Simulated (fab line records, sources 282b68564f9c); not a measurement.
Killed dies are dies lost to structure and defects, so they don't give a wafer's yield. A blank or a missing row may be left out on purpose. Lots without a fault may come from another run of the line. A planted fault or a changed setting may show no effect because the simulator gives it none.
Problem report in the 8D (eight disciplines) form, filled by code | flow rit_cmos | the parts of the form that need people (team, actions taken, sign-off) are left out

1. THE PROBLEM
REOX_OXIDE_THK at RIT_REOX_THK_MEAS_04 reads a mean of 29.2 nm on 9 wafers of 3 lots; wafers without a fault read 25.3 nm with a standard deviation of 0.37. That is +11 standard deviations from the usual mean.
First seen on wafer L349.1, day 6 01:28, on film_metro-01. The record holds 45 wafers of 15 lots with a number at this step. Rule for "out", or "out of limits": more than 4 standard deviations from the usual mean. The other wafers with a number count as sound.

2. WHAT IT IS AND WHAT IT IS NOT
question                    | is                           | is not
which readings at this step | REOX_OXIDE_THK               | -
which lots                  | L349, L350, L352             | L338, L339, L340, L341, L342, L343, L344, L345, L346, L347, L351, L358
which wafers of those lots  | all that have a number       | -
read on which gauges        | film_metro-01, film_metro-04 | film_metro-03
when                        | from day 6 01:28             | up to then (30 sound wafers); but 6 sound wafers of L351, L358 came after

3. SUSPECTS, AND WHAT RULES EACH OUT
Counting: a tool at a process step up to the reading stays a suspect if it ran every lot that is out and no sound lot after the first of them.
- the gauge at RIT_REOX_THK_MEAS_04: ruled out. The wafers that are out were read on 2 gauges (film_metro-01, film_metro-04).
- furnace-04 at RIT_REOX_OXIDATION_03 (target thk 25.2 nm, ox time 5580 s): kept. It ran every lot that is out, first L349 (day 5 22:55), and no sound lot after that; its last sound lot up to then is L344 (day 5 09:28). Its own readings are out on those wafers: spike_tc_centre_C, spike_tc_load_C, spike_tc_source_C, tube_center_temp_C, tube_center_temp_C_max.
Left after counting: furnace-04 at RIT_REOX_OXIDATION_03.

4. THE CAUSE (what the simulator had put in)
Process parameter drift: furnace-04, from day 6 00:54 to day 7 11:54, at RIT_REOX_OXIDATION_03. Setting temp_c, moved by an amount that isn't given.
Counting left only this tool.

5. THE CHAIN OF EFFECTS, in route order
Each row: a reading whose mean over the struck wafers that have a number lies more than 3 standard deviations from the usual. Only readings for which the record gives a usual standard deviation are gone through. hours: the time from each lot's start at the first step in this table that gives one to its start at this step, as a median over the lots. sigmas: the change in usual standard deviations.
hours | step                  | reading                | usual   | on struck wafers | change | sigmas
0     | RIT_REOX_OXIDATION_03 | spike_tc_centre_C      | 902.0 C | 915.9            | +13.9  | +9.3
0     | RIT_REOX_OXIDATION_03 | spike_tc_load_C        | 924 C   | 941              | +17    | +5.2
0     | RIT_REOX_OXIDATION_03 | spike_tc_source_C      | 923 C   | 942              | +19    | +4.6
0     | RIT_REOX_OXIDATION_03 | tube_center_temp_C     | 900 C   | 915              | +15    | +99 or more
0     | RIT_REOX_OXIDATION_03 | tube_center_temp_C_max | 902.3   | 917.2            | +14.9  | +41
3     | RIT_REOX_THK_MEAS_04  | REOX_OXIDE_THK         | 25.3 nm | 29.2             | +3.9   | +11
The process steps in it:
- RIT_REOX_OXIDATION_03: target thk 25.2 nm, ox time 5580 s.

6. WHAT WOULD HAVE CAUGHT IT SOONER
In this record the first reading out of limits at a measuring or inspecting step was taken at day 6 01:28, 1 hour after the fault began at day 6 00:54.
The tool's own readings at RIT_REOX_OXIDATION_03 were out on every struck wafer that the step has a row for (spike_tc_centre_C, spike_tc_load_C, spike_tc_source_C, tube_center_temp_C, tube_center_temp_C_max): an alarm limit on them would have fired on the first of those.
Of the lots that are out (3), L352 began RIT_REOX_OXIDATION_03 on furnace-04 after day 6 01:28. A hold on the tool at that time would have spared it.
